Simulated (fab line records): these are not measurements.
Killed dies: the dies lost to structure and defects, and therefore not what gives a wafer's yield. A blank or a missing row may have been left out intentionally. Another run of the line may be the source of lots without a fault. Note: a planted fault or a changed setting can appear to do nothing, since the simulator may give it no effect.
fab line records | flow berkeleyCmos170
record lots=6 wafers=18 lastDay=11
route steps=331 shown M2@271
lots that met no fault: taken from a fault-free run of the same line
startH: hours from the record's opening day to when the first of the lot's shown wafers began | waitH: hours elapsed since this lot's preceding step | " the same as in the row above | L1.1+2: one row covering several wafers at once | - value missing, or start not given | * or withheld: withheld | < > ~ a bound
route shown NAME@n: names a module that has steps shown in the file, with the first one's number in the route | usual: mean/standard deviation taken from wafers without a fault | same: alike in all rows | chamber/n: place in a boat | sites: readings site by site | _std_site: the values' standard deviation | _edge_site: mean of outer sites minus mean of inner sites | radiusMm: for every site, how far away it sits from the centre of the wafer | mask NAME#n: copy n | behind: the last tool/chamber to shape the wafer | hold: why the lot went on hold/how many hours it stayed there/how the hold came to an end | device: the n, p or np transistor that did not switch | end of line: tests of these same wafers at the route's end | a step given without rows: its recipe and nothing more | killed: the dies lost at the first sort to structure and to defects; this is not the yield of the wafer | map: shows each die of a wafer: x if killed, . if not, _ if none is there
set.NAME: the setting that was run; set.NAME@STEP: the one run at that earlier step | model.NAME: the simulator's own value behind a step, which no gauge read
lots at selected steps of the route; one table per step, one row per wafer
services: from which hour (startH, from the record's first day; less than 0 if before it) a tool's chamber was out of use, for how many hours, and why
## steps
# step UCB170_M2_PRE_CLEAN_00
# recipe gas=Ar precleanEtchTimeS=60
# step UCB170_M2_SPUTTER_01
# recipe material=Al targetThkNm=900 timeS=120 powerW=6000 chamberPressurePa=0.5
# usual throttleValvePct=30.0/0.72
# columns lot.wafer tool chamber startH waitH throttleValvePct
L966.1 pvdSputter-03 - 178.83 0.0 30.1
L966.5 " - " " 30.1
L966.6 " - " " 30.1
L970.3 pvdSputter-03 - 194.91 0.0 30.1
L970.4 " - " " 31.3
L970.5 " - " " 30.0
L972.1 pvdSputter-02 - 213.13 0.0 28.9
L972.3 " - " " 28.8
L972.6 " - " " 29.2
L977.1 pvdSputter-01 - 229.17 0.0 30.4
L977.4 " - " " 29.7
L977.6 " - " " 30.8
L979.1 pvdSputter-01 - 254.87 0.0 29.8
L979.2 " - " " 30.4
L979.3 " - " " 30.0
L981.1 pvdSputter-02 - 257.33 0.0 28.8
L981.3 " - " " 29.5
L981.5 " - " " 28.7
# step UCB170_M2_RS_MEAS_02
# recipe thkMeasGauge=four-point-probe reads=Al_of_M2_SPUTTER_01
# usual M2_AL_RS=0.03212/0.00029
# columns lot.wafer tool chamber startH waitH M2_AL_RS[ohm/sq]
L966.1 filmMetro-02 - 178.92 0.0 0.03241
L966.5 " - " " 0.03244
L966.6 " - " " 0.03217
L970.3 filmMetro-01 - 195.03 0.1 0.03204
L970.4 " - " " 0.03196
L970.5 " - " " 0.03222
L972.1 filmMetro-01 - 213.22 0.0 0.03258
L972.3 " - " " 0.03257
L972.6 " - " " 0.03259
L977.1 filmMetro-01 - 229.25 0.0 0.03164
L977.4 " - " " 0.03186
L977.6 " - " " 0.03201
L979.1 filmMetro-01 - 254.95 0.0 0.0328
L979.2 " - " " 0.03283
L979.3 " - " " 0.03268
L981.1 filmMetro-02 - 257.42 0.0 0.03202
L981.3 " - " " 0.03185
L981.5 " - " " 0.03184
# step UCB170_M2_THK_MEAS_03
# recipe thkMeasGauge=xrf reads=Al_of_M2_SPUTTER_01
# usual M2_AL_THK=894/9.4
# columns lot.wafer tool chamber startH waitH M2_AL_THK[nm]
L966.1 filmMetro-02 - 179.04 0.1 877
L966.5 " - " " 876
L966.6 " - " " 886
L970.3 filmMetro-01 - 195.13 0.1 907
L970.4 " - " " 909
L970.5 " - " " 901
L972.1 filmMetro-01 - 213.34 0.1 894
L972.3 " - " " 891
L972.6 " - " " 891
L977.1 filmMetro-01 - 229.37 0.1 909
L977.4 " - " " 902
L977.6 " - " " 904
L979.1 filmMetro-01 - 255.07 0.1 880
L979.2 " - " " 882
L979.3 " - " " 887
L981.1 filmMetro-02 - 257.54 0.1 884
L981.3 " - " " 894
L981.5 " - " " 896
# step UCB170_M2_HMDS_04
# recipe primeTimeS=60 primeTempC=100
# step UCB170_M2_COAT_05
# recipe resist=KrF spinRpm=1500 resistThkNm=900
# step UCB170_M2_SOFTBAKE_06
# recipe resist=KrF tempC=130 timeS=60
# step UCB170_M2_STRIP_07
# recipe chemistry=O2 powerW=400 pressureMtorr=3500 platenTempC=withheld o2FlowSccm=400 overashFraction=0.5
# usual drypumpMotorCurrentA=6.0/0.64 oesProductAu=0.734/0.0044 stripTimeToEndpointS=21.99/0.089
# columns lot.wafer tool chamber startH waitH drypumpMotorCurrentA oesProductAu rfHoursCounterH stripTimeToEndpointS
L966.1 plasmaAsher-03 0 179.55 0.1 6.3 0.741 48 22.00
L966.5 " 1 " " 6.8 0.733 - 22.00
L966.6 " 0 " " 6.3 0.735 - 21.99
L970.3 plasmaAsher-03 1 195.66 0.1 6.8 0.735 - 22.09
L970.4 " 0 " " 6.2 0.735 - 22.10
L970.5 " 1 " " 6.8 0.736 - 22.05
L972.1 plasmaAsher-03 0 213.85 0.1 6.3 0.733 51 21.93
L972.3 " 1 " " 6.7 0.733 - 22.00
L972.6 " 0 " " 6.3 0.740 - 21.84
L977.1 plasmaAsher-04 0 229.88 0.1 5.2 0.734 42 22.01
L977.4 " 1 " " 4.9 0.732 - 22.01
L977.6 " 1 " " 4.9 0.731 - 21.93
L979.1 plasmaAsher-03 1 255.58 0.1 6.7 0.729 55 21.99
L979.2 " 0 " " 6.3 0.733 55 21.97
L979.3 " 1 " " 6.7 0.735 - 22.09
L981.1 plasmaAsher-02 1 258.05 0.1 6.1 0.737 14 22.08
L981.3 " 0 " " 5.9 0.733 - 22.17
L981.5 " 0 " " 5.9 0.743 - 22.14
# step UCB170_M2_STRIP_08
# recipe chemistry=DMSO tempC=80 timeS=600 material=KrF
# step UCB170_M2_COAT_09
# recipe resist=BARC tempC=withheld timeS=withheld spinRpm=3000 resistThkNm=withheld
# step UCB170_M2_COAT_10
# recipe resist=KrF spinRpm=1500 resistThkNm=900
# step UCB170_M2_SOFTBAKE_11
# recipe resist=KrF tempC=130 timeS=60
# step UCB170_M2_EXPOSE_12
# recipe maskId=METAL2 targetCdNm=700 na=0.5 sigmaOuter=0.6 sourceShape=conventional doseMj=26
# usual exposureDoseMJCm2=25.976/0.027 focusOffsetNm=0.2/0.56 sigmaOuter=0.6/0
# columns lot.wafer tool chamber startH waitH mask exposureDoseMJCm2 focusOffsetNm sigmaOuter
L966.1 krfScanner-02 0 180.50 - METAL2#0 26.021 -0.2 0.6
L966.5 " 0 " " METAL2#0 25.964 0.4 0.6
L966.6 " 0 " " METAL2#0 26.012 0.5 0.6
L970.3 krfScanner-01 - 196.39 - METAL2#0 - - -
L970.4 " - " " METAL2#0 - - -
L970.5 " - " " METAL2#0 - - -
L972.1 krfScanner-01 - 214.57 - METAL2#0 - - -
L972.3 " - " " METAL2#0 - - -
L972.6 " - " " METAL2#0 - - -
L977.1 krfScanner-02 0 230.61 - METAL2#0 25.981 -0.3 0.6
L977.4 " 0 " " METAL2#0 25.974 -0.8 0.6
L977.6 " 0 " " METAL2#0 25.918 -0.8 0.6
L979.1 krfScanner-01 0 256.30 - METAL2#0 25.926 0.5 0.6
L979.2 " 0 " " METAL2#0 25.981 0.3 0.6
L979.3 " 0 " " METAL2#0 25.950 -0.1 0.6
L981.1 krfScanner-02 0 259.07 - METAL2#0 25.962 -0.5 0.6
L981.3 " 0 " " METAL2#0 25.941 0.5 0.6
L981.5 " 0 " " METAL2#0 25.978 0.2 0.6
# step UCB170_M2_PEB_13
# recipe pebTempC=130 pebTimeS=withheld resist=KrF
## services
# columns tool chamber startH hours kind
plasmaAsher-02 - 163.56 12.4 repair
krfScanner-01 - 174.03 1.3 pm
pvdSputter-02 - 175.03 2.7 repair
krfScanner-02 - 175.86 1.0 pm
krfScanner-01 - 183.01 1.0 pm
pvdSputter-01 - 186.78 1.0 repair
plasmaAsher-03 - 192.85 1.3 repair
plasmaAsher-04 - 209.00 3.8 repair
plasmaAsher-03 - 218.75 5.6 repair
krfScanner-01 - 233.49 0.6 repair
krfScanner-01 0 234.29 - calibration
krfScanner-02 - 238.74 3.1 repair
plasmaAsher-02 - 239.67 2.8 pm
## key
firstSign step=UCB170_M2_EXPOSE_12 reading=toolRecord direction=missing
effect none on later readings
metAt UCB170_M2_EXPOSE_12
struckWafers L970.3,L970.4,L970.5,L972.1,L972.3,L972.6
laterRowsLeftOut L970.3,L970.4,L970.5,L972.1,L972.3,L972.6
sortLeftOut L970.3,L970.4,L970.5,L972.1,L972.3,L972.6
fault kind=skippedStepWhole tool=krfScanner-01 chamber=- onsetH=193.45 steps=UCB170_M2_EXPOSE_12 scope=struckLotsOnly
# sortLeftOut: the simulated sort isn't trusted on such a fault, so these wafers' sort isn't shown, and their yield isn't known
# laterRowsLeftOut: the simulator's readings of these wafers behind a module that went badly wrong aren't trusted and aren't shown, but for the sort
